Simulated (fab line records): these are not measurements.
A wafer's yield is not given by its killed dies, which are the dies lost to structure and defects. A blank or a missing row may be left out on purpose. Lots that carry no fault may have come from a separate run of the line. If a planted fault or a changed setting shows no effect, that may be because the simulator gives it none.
fab line records ; flow berkeley-cmos170
record lots=15; wafers=45; last-day=11
route steps=331 shown SCREENOX@102 GATE@125 FIELD@126
lots that met no fault: from a run of the same line without faults
start-h: start of the lot's first displayed wafer, in hours after the record's first day ; wait-h: hours since the lot's step before ; " repeats the value in the row above ; L1.1+2: several wafers, shown together as one row ; - either no value or no given start ; * or withheld: withheld ; < > ~ a bound
route shown NAME@n: names a module that has steps shown in the file, with the first one's number in the route ; usual: the fault-free wafers' mean and standard deviation ; same: alike in all rows ; chamber/n: place in a boat ; sites: the reading at each site ; _std_site: the values' standard deviation ; _edge_site: outer sites' mean less inner sites' ; radius-mm: for every site, how far away it sits from the centre of the wafer ; mask NAME#n: copy n ; behind: the tool/chamber that last shaped the wafer ; hold: reason for holding the lot/hours on hold/outcome of the hold ; device: the n, p or np transistor that did not switch ; end of line: the route-end tests of the same wafers ; a step given without rows: its recipe and nothing more ; killed: count of dies lost to structure and defects at first sort (not the wafer's yield) ; map: the dies of a wafer, with x for killed, . for not killed, _ for no die there
set.NAME: the setting as run; set.NAME@STEP: as run at that earlier step ; model.NAME: the simulator's own value behind a step, which no gauge read
a sample of lots followed through the steps of the route, with each step as a table and each wafer as a row
services: when a tool's chamber went out of use (start-h, in hours from the record's first day, below 0 if earlier), for how many hours, and the reason
## steps
# step UCB170_SCREENOX_THK_MEAS_02
# recipe reads=SiO2_of_SCREENOX_OXIDATION_01
# usual SCREENOX_OXIDE_THK=14.35/0.25
lot.wafer;tool;chamber;start-h;wait-h;SCREENOX_OXIDE_THK[nm]
L889.1;film-metro-01;-;113.19;0.0;14.24
L889.3;film-metro-01;-;113.19;0.0;14.34
L889.5;film-metro-01;-;113.19;0.0;14.30
L892.1;film-metro-01;-;141.58;0.0;14.41
L892.5;film-metro-01;-;141.58;0.0;14.35
L892.6;film-metro-01;-;141.58;0.0;14.35
L894.2;film-metro-04;-;141.59;0.0;14.49
L894.4;film-metro-04;-;141.59;0.0;14.41
L894.5;film-metro-04;-;141.59;0.0;14.64
L893.3;film-metro-02;-;141.60;0.0;14.32
L893.4;film-metro-02;-;141.60;0.0;14.15
L893.5;film-metro-02;-;141.60;0.0;14.23
L891.1;film-metro-01;-;141.64;0.1;14.28
L891.3;film-metro-01;-;141.64;0.1;14.31
L891.6;film-metro-01;-;141.64;0.1;14.40
L895.2;film-metro-04;-;150.04;0.0;14.19
L895.3;film-metro-04;-;150.04;0.0;14.28
L895.5;film-metro-04;-;150.04;0.0;14.46
L897.1;film-metro-02;-;162.86;0.1;14.44
L897.2;film-metro-02;-;162.86;0.1;14.54
L897.3;film-metro-02;-;162.86;0.1;14.20
L899.2;film-metro-01;-;162.87;0.1;14.07
L899.3;film-metro-01;-;162.87;0.1;14.12
L899.6;film-metro-01;-;162.87;0.1;14.24
L903.1;film-metro-01;-;186.42;0.0;14.19
L903.3;film-metro-01;-;186.42;0.0;14.48
L903.6;film-metro-01;-;186.42;0.0;14.18
L904.2;film-metro-02;-;186.43;0.0;14.44
L904.5;film-metro-02;-;186.43;0.0;14.24
L904.6;film-metro-02;-;186.43;0.0;14.51
L905.2;film-metro-04;-;186.43;0.0;14.44
L905.3;film-metro-04;-;186.43;0.0;14.22
L905.6;film-metro-04;-;186.43;0.0;13.95
L906.1;film-metro-04;-;203.29;0.0;14.34
L906.5;film-metro-04;-;203.29;0.0;14.21
L906.6;film-metro-04;-;203.29;0.0;14.23
L907.2;film-metro-01;-;203.36;0.1;14.61
L907.3;film-metro-01;-;203.36;0.1;14.17
L907.6;film-metro-01;-;203.36;0.1;14.85
L908.4;film-metro-02;-;203.38;0.1;13.94
L908.5;film-metro-02;-;203.38;0.1;14.28
L908.6;film-metro-02;-;203.38;0.1;14.08
L910.2;film-metro-01;-;221.71;0.0;14.76
L910.5;film-metro-01;-;221.71;0.0;14.91
L910.6;film-metro-01;-;221.71;0.0;14.69
# step UCB170_GATE_WET_ETCH_00
# recipe chemistry=dHF; dilution=25:1; target=SiO2; temp-c=25; time-s=200
# usual bath-heat-duty-pct=6.6/0.68; run-length-s=229/4
lot.wafer;tool;chamber;start-h;wait-h;bath-heat-duty-pct;run-length-s
L889.1;wet-bench-03;1;121.16;0.1;6.4;234
L889.3;wet-bench-03;1;121.16;0.1;5.6;234
L889.5;wet-bench-03;1;121.16;0.1;6.5;234
L893.3;wet-bench-02;3;149.11;0.0;8.1;232
L893.4;wet-bench-02;3;149.11;0.0;7.6;232
L893.5;wet-bench-02;3;149.11;0.0;6.8;232
L891.1;wet-bench-02;0;149.54;0.2;-;-
L891.3;wet-bench-02;0;149.54;0.2;-;-
L891.6;wet-bench-02;0;149.54;0.2;-;-
L892.1;wet-bench-02;3;149.54;0.1;-;-
L892.5;wet-bench-02;3;149.54;0.1;-;-
L892.6;wet-bench-02;3;149.54;0.1;-;-
L894.2;wet-bench-02;2;149.54;0.1;-;-
L894.4;wet-bench-02;2;149.54;0.1;-;-
L894.5;wet-bench-02;2;149.54;0.1;-;-
L895.2;wet-bench-02;0;157.69;0.0;6.4;235
L895.3;wet-bench-02;0;157.69;0.0;6.5;235
L895.5;wet-bench-02;0;157.69;0.0;6.2;235
L899.2;wet-bench-02;1;170.93;0.1;7.6;225
L899.3;wet-bench-02;1;170.93;0.1;7.3;225
L899.6;wet-bench-02;1;170.93;0.1;7.6;225
L897.1;wet-bench-02;1;171.29;0.1;7.2;226
L897.2;wet-bench-02;1;171.29;0.1;7.0;226
L897.3;wet-bench-02;1;171.29;0.1;7.3;226
L904.2;wet-bench-03;1;193.92;0.2;6.0;227
L904.5;wet-bench-03;1;193.92;0.2;6.1;227
L904.6;wet-bench-03;1;193.92;0.2;4.8;227
L905.2;wet-bench-03;3;193.98;0.1;6.0;228
L905.3;wet-bench-03;3;193.98;0.1;6.8;228
L905.6;wet-bench-03;3;193.98;0.1;6.1;228
L903.1;wet-bench-03;2;194.04;0.1;6.3;225
L903.3;wet-bench-03;2;194.04;0.1;6.2;225
L903.6;wet-bench-03;2;194.04;0.1;5.7;225
L907.2;wet-bench-02;3;212.02;0.4;7.4;225
L907.3;wet-bench-02;3;212.02;0.4;6.8;225
L907.6;wet-bench-02;3;212.02;0.4;7.3;225
L908.4;wet-bench-02;2;212.02;0.1;6.8;224
L908.5;wet-bench-02;2;212.02;0.1;6.9;224
L908.6;wet-bench-02;2;212.02;0.1;7.2;224
L906.1;wet-bench-02;2;212.40;0.1;6.2;225
L906.5;wet-bench-02;2;212.40;0.1;6.2;225
L906.6;wet-bench-02;2;212.40;0.1;6.8;225
L910.2;wet-bench-02;2;229.61;0.0;6.3;225
L910.5;wet-bench-02;2;229.61;0.0;6.6;225
L910.6;wet-bench-02;2;229.61;0.0;7.2;225
# step UCB170_FIELD_THK_MEAS_91
# recipe reads=SiO2_of_FIELD_OXIDATION_01
# usual FIELD_OXIDE_LEFT_2_THK=347/12
lot.wafer;tool;chamber;start-h;wait-h;FIELD_OXIDE_LEFT_2_THK[nm]
L889.1;film-metro-02;-;121.23;0.0;344
L889.3;film-metro-02;-;121.23;0.0;353
L889.5;film-metro-02;-;121.23;0.0;350
L893.3;film-metro-02;-;149.20;0.0;356
L893.4;film-metro-02;-;149.20;0.0;358
L893.5;film-metro-02;-;149.20;0.0;371
L891.1;film-metro-03;-;149.61;0.0;397
L891.3;film-metro-03;-;149.61;0.0;388
L891.6;film-metro-03;-;149.61;0.0;389
L894.2;film-metro-04;-;149.62;0.0;391
L894.4;film-metro-04;-;149.62;0.0;380
L894.5;film-metro-04;-;149.62;0.0;385
L892.1;film-metro-02;-;149.65;0.0;372
L892.5;film-metro-02;-;149.65;0.0;364
L892.6;film-metro-02;-;149.65;0.0;386
L895.2;film-metro-04;-;157.77;0.0;355
L895.3;film-metro-04;-;157.77;0.0;357
L895.5;film-metro-04;-;157.77;0.0;357
L899.2;film-metro-03;-;171.00;0.0;333
L899.3;film-metro-03;-;171.00;0.0;344
L899.6;film-metro-03;-;171.00;0.0;340
L897.1;film-metro-02;-;171.36;0.0;347
L897.2;film-metro-02;-;171.36;0.0;348
L897.3;film-metro-02;-;171.36;0.0;341
L904.2;film-metro-04;-;193.99;0.0;346
L904.5;film-metro-04;-;193.99;0.0;335
L904.6;film-metro-04;-;193.99;0.0;349
L905.2;film-metro-04;-;194.05;0.0;344
L905.3;film-metro-04;-;194.05;0.0;345
L905.6;film-metro-04;-;194.05;0.0;338
L903.1;film-metro-04;-;194.11;0.0;347
L903.3;film-metro-04;-;194.11;0.0;340
L903.6;film-metro-04;-;194.11;0.0;336
L907.2;film-metro-03;-;212.09;0.0;362
L907.3;film-metro-03;-;212.09;0.0;364
L907.6;film-metro-03;-;212.09;0.0;369
L908.4;film-metro-04;-;212.11;0.0;332
L908.5;film-metro-04;-;212.11;0.0;330
L908.6;film-metro-04;-;212.11;0.0;339
L906.1;film-metro-04;-;212.46;0.0;353
L906.5;film-metro-04;-;212.46;0.0;345
L906.6;film-metro-04;-;212.46;0.0;354
L910.2;film-metro-04;-;229.69;0.0;370
L910.5;film-metro-04;-;229.69;0.0;366
L910.6;film-metro-04;-;229.69;0.0;379
# step UCB170_GATE_OVL_MEAS_13
# usual GATE_OVL=2/4.9
lot.wafer;tool;chamber;start-h;wait-h;GATE_OVL[nm]
L889.1;overlay-01;-;136.96;0.1;2
L889.3;overlay-01;-;136.96;0.1;7
L889.5;overlay-01;-;136.96;0.1;5
L891.1;overlay-01;-;161.51;0.1;-7
L891.3;overlay-01;-;161.51;0.1;-2
L891.6;overlay-01;-;161.51;0.1;-4
L894.2;overlay-02;-;161.76;0.1;-5
L894.4;overlay-02;-;161.76;0.1;0
L894.5;overlay-02;-;161.76;0.1;0
L892.1;overlay-02;-;162.00;0.1;-1
L892.5;overlay-02;-;162.00;0.1;-3
L892.6;overlay-02;-;162.00;0.1;-3
L893.3;overlay-02;-;162.28;0.1;1
L893.4;overlay-02;-;162.28;0.1;4
L893.5;overlay-02;-;162.28;0.1;1
L895.2;overlay-02;-;169.85;0.1;4
L895.3;overlay-02;-;169.85;0.1;10
L895.5;overlay-02;-;169.85;0.1;2
L899.2;overlay-01;-;182.77;0.1;4
L899.3;overlay-01;-;182.77;0.1;4
L899.6;overlay-01;-;182.77;0.1;5
L897.1;overlay-01;-;183.01;0.1;-2
L897.2;overlay-01;-;183.01;0.1;3
L897.3;overlay-01;-;183.01;0.1;3
L903.1;overlay-02;-;206.46;0.1;-2
L903.3;overlay-02;-;206.46;0.1;10
L903.6;overlay-02;-;206.46;0.1;7
L904.2;overlay-01;-;206.48;0.1;8
L904.5;overlay-01;-;206.48;0.1;3
L904.6;overlay-01;-;206.48;0.1;8
L905.2;overlay-02;-;206.60;0.1;2
L905.3;overlay-02;-;206.60;0.1;-1
L905.6;overlay-02;-;206.60;0.1;3
L907.2;overlay-01;-;220.88;0.1;3
L907.3;overlay-01;-;220.88;0.1;-1
L907.6;overlay-01;-;220.88;0.1;-4
L906.1;overlay-02;-;221.60;0.1;4
L906.5;overlay-02;-;221.60;0.1;0
L906.6;overlay-02;-;221.60;0.1;0
L908.4;overlay-01;-;221.89;0.1;2
L908.5;overlay-01;-;221.89;0.1;2
L908.6;overlay-01;-;221.89;0.1;7
L910.2;overlay-02;-;237.86;0.1;4
L910.5;overlay-02;-;237.86;0.1;1
L910.6;overlay-02;-;237.86;0.1;3
# step UCB170_GATE_CD_MEAS_90
# recipe target-cd-nm=350
# usual cd-nm=349.8/1.5
lot.wafer;tool;chamber;start-h;wait-h;cd-nm
L889.1;cd-sem-02;-;137.20;0.1;350.8
L889.3;cd-sem-02;-;137.20;0.1;349.7
L889.5;cd-sem-02;-;137.20;0.1;349.3
L891.1;cd-sem-01;-;161.74;0.1;347.5
L891.3;cd-sem-01;-;161.74;0.1;348.8
L891.6;cd-sem-01;-;161.74;0.1;347.7
L894.2;cd-sem-02;-;162.02;0.1;351.5
L894.4;cd-sem-02;-;162.02;0.1;350.7
L894.5;cd-sem-02;-;162.02;0.1;349.7
L892.1;cd-sem-01;-;162.23;0.1;349.1
L892.5;cd-sem-01;-;162.23;0.1;350.1
L892.6;cd-sem-01;-;162.23;0.1;350.3
L893.3;cd-sem-01;-;162.54;0.1;349.2
L893.4;cd-sem-01;-;162.54;0.1;350.2
L893.5;cd-sem-01;-;162.54;0.1;350.6
L895.2;cd-sem-01;-;170.09;0.1;348.2
L895.3;cd-sem-01;-;170.09;0.1;348.6
L895.5;cd-sem-01;-;170.09;0.1;349.0
L899.2;cd-sem-02;-;183.51;0.6;348.1
L899.3;cd-sem-02;-;183.51;0.6;351.2
L899.6;cd-sem-02;-;183.51;0.6;347.9
L897.1;cd-sem-02;-;183.85;0.7;351.5
L897.2;cd-sem-02;-;183.85;0.7;351.2
L897.3;cd-sem-02;-;183.85;0.7;352.0
L903.1;cd-sem-02;-;206.83;0.2;350.1
L903.3;cd-sem-02;-;206.83;0.2;350.1
L903.6;cd-sem-02;-;206.83;0.2;350.1
L904.2;cd-sem-02;-;206.97;0.3;349.3
L904.5;cd-sem-02;-;206.97;0.3;349.5
L904.6;cd-sem-02;-;206.97;0.3;351.3
L905.2;cd-sem-02;-;207.09;0.3;349.8
L905.3;cd-sem-02;-;207.09;0.3;350.1
L905.6;cd-sem-02;-;207.09;0.3;348.0
L907.2;cd-sem-02;-;221.12;0.1;349.9
L907.3;cd-sem-02;-;221.12;0.1;350.5
L907.6;cd-sem-02;-;221.12;0.1;352.1
L906.1;cd-sem-01;-;221.82;0.1;347.6
L906.5;cd-sem-01;-;221.82;0.1;348.4
L906.6;cd-sem-01;-;221.82;0.1;349.1
L908.4;cd-sem-02;-;222.21;0.1;348.6
L908.5;cd-sem-02;-;222.21;0.1;348.5
L908.6;cd-sem-02;-;222.21;0.1;349.4
L910.2;cd-sem-02;-;238.11;0.1;350.1
L910.5;cd-sem-02;-;238.11;0.1;350.4
L910.6;cd-sem-02;-;238.11;0.1;352.4
## services
tool;chamber;start-h;hours;kind
wet-bench-03;-;162.95;1.9;pm
wet-bench-03;-;171.88;2.5;repair
## key
first-sign step=UCB170_GATE_WET_ETCH_00; reading=tool-record; direction=missing
effect step=UCB170_FIELD_THK_MEAS_91; reading=FIELD_OXIDE_LEFT_2_THK; direction=up; sigmas=3; usual=347; struck=383
met-at UCB170_GATE_WET_ETCH_00
struck-lots L891,L892,L894
later-rows-left-out L891.1,L891.3,L891.6,L892.1,L892.5,L892.6,L894.2,L894.4,L894.5
sort-left-out L891.1,L891.3,L891.6,L892.1,L892.5,L892.6,L894.2,L894.4,L894.5
tester-left-out L891,L892,L894
not-acting-at UCB170_SCREENOX_THK_MEAS_02,UCB170_GATE_OVL_MEAS_13,UCB170_GATE_CD_MEAS_90
onset-between 149.11 149.54
fault kind=skipped-step-whole; tool=wet-bench-02; chamber=-; onset-h=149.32; steps=UCB170_GATE_WET_ETCH_00; scope=struck-lots-only
# tester-left-out: of these lots the tester's yield and bins aren't shown, on N5 and GAA mostly nor the transistor test; their killed dies are dies lost to structure and defects alone, not to doping, threshold or leakage, so they don't give the yield
# sort-left-out: the simulated sort isn't trusted on such a fault, so these wafers' sort isn't shown, and their yield isn't known
# later-rows-left-out: the simulator's readings of these wafers behind a module that went badly wrong aren't trusted and aren't shown, but for the sort
